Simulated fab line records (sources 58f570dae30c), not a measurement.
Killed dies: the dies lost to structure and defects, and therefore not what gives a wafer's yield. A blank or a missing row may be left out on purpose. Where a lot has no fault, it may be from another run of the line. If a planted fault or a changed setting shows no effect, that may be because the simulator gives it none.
Which tool is to blame?    flow berkeleyCmos170    Sampling: 6 lots, 18 wafers, 3 of 331 route steps

WHAT EACH GAUGE READ, for each wafer
UCB170_CONTACT_THK_MEAS_02.
lot   measured      on            CONTACT_PSG_THK (nm)
L171  day 7 09:18   filmMetro-04  700 699 707
L173  day 7 11:38   filmMetro-02  706 701 712
L176  day 8 01:42   filmMetro-02  697 703 702
L183  day 9 18:14   filmMetro-04  404 400 404
L187  day 10 05:31  filmMetro-04  695 693 690
L190  day 10 11:34  filmMetro-04  701 707 695

TOOL THAT RAN EACH LOT (tool first, then ch and the chambers of the sampled wafers, then the start)
lot   UCB170_BACKSIDE_STRIP_03             UCB170_CONTACT_CVD_01
L171  plasmaAsher-02 ch 0,1, day 7 05:14   lpcvd-01 ch 0, day 7 07:27
L173  plasmaAsher-01 ch 0,1, day 7 08:24   lpcvd-01 ch 0, day 7 09:52
L176  plasmaAsher-01 ch 0,1, day 7 22:13   lpcvd-02 ch 1, day 7 23:50
L183  plasmaAsher-03 ch 0,1, day 9 14:50   lpcvd-02 ch 1, day 9 16:27
L187  plasmaAsher-02 ch 0,1, day 10 02:00  lpcvd-01 ch 1, day 10 03:43
L190  plasmaAsher-01 ch 0,1, day 10 07:51  lpcvd-01 ch 0, day 10 09:46
- UCB170_BACKSIDE_STRIP_03: strips in O2.
- UCB170_CONTACT_CVD_01: deposits PSG from SiH4/O2/PH3, target thk 700 nm, time 2820 s.

THE ANSWER, worked out from the rows above alone
Rule: the lots themselves supply what counts as usual. Put in order of their means at a reading, lots are off if they are a third of the lots or fewer, leave a main group of 4 or more, and stand apart from it by a gap of 3 or more times the standard deviation of the main group's means; of several such gaps the widest counts. If all means in a main group match to the digits the tables above print for the reading, that group is not used. A lot without any number at a reading at which 4 lots or more have one is off too. Any other lot the step has rows for is counted as sound.
Off: L183, seen at UCB170_CONTACT_THK_MEAS_02 (CONTACT_PSG_THK). The main group has a mean of 701 nm with a standard deviation of 4.4.
If a tool, at a process step before that reading, ran all the lots that are off and no sound lot after the first of them, it fits. Those tools and the gauges at UCB170_CONTACT_THK_MEAS_02 are tried in the same way. 2 tools fit, plasmaAsher-03 at UCB170_BACKSIDE_STRIP_03 and lpcvd-02 at UCB170_CONTACT_CVD_01, so this cannot tell which one it is.

WHAT THE SIMULATOR PUT IN
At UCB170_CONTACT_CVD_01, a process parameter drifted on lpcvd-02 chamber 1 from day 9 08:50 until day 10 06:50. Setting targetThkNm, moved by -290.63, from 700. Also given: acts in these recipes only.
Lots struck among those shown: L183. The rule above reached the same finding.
